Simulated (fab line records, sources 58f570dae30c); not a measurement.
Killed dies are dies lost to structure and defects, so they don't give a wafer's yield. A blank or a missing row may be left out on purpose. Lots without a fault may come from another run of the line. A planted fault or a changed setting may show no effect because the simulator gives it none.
Which tool did it? | flow berkeley_cmos170 | 7 lots, 21 wafers sampled, at 1 step of a route of 331

WHAT THE GAUGES READ, wafer by wafer
UCB170_PSD_OVL_MEAS_07.
lot  | measured     | on         | PSD_OVL (nm)
L465 | day 7 20:22  | overlay-02 | -13 2 0
L467 | day 7 21:02  | overlay-01 | 5 7 5
L468 | day 8 04:51  | overlay-01 | 4 -3 2
L473 | day 8 23:18  | overlay-02 | 1 3 9
L475 | day 9 10:22  | overlay-01 | 8 8 2
L486 | day 12 04:40 | overlay-02 | 2 4 2
L487 | day 12 10:53 | overlay-02 | -1 9 11

WHICH TOOL RAN EACH LOT (tool, then ch and the chambers of the sampled wafers, then the start)
The record holds no process step before these readings.

THE ANSWER, worked out from the rows above alone
Rule: what is usual is taken from the lots themselves. Put in order of their means at a reading, lots are off if they are a third of the lots or fewer, leave a main group of 4 or more, and stand apart from it by a gap of 3 or more times the standard deviation of the main group's means; of several such gaps the widest counts. A main group whose means are all the same, to the digits that the tables above print for the reading, isn't used. A lot without any number at a reading at which 4 lots or more have one is off too. The other lots that the step has rows for count as sound.
No lot is off at any reading shown: from this, nothing can be told.

WHAT THE SIMULATOR HAD PUT IN
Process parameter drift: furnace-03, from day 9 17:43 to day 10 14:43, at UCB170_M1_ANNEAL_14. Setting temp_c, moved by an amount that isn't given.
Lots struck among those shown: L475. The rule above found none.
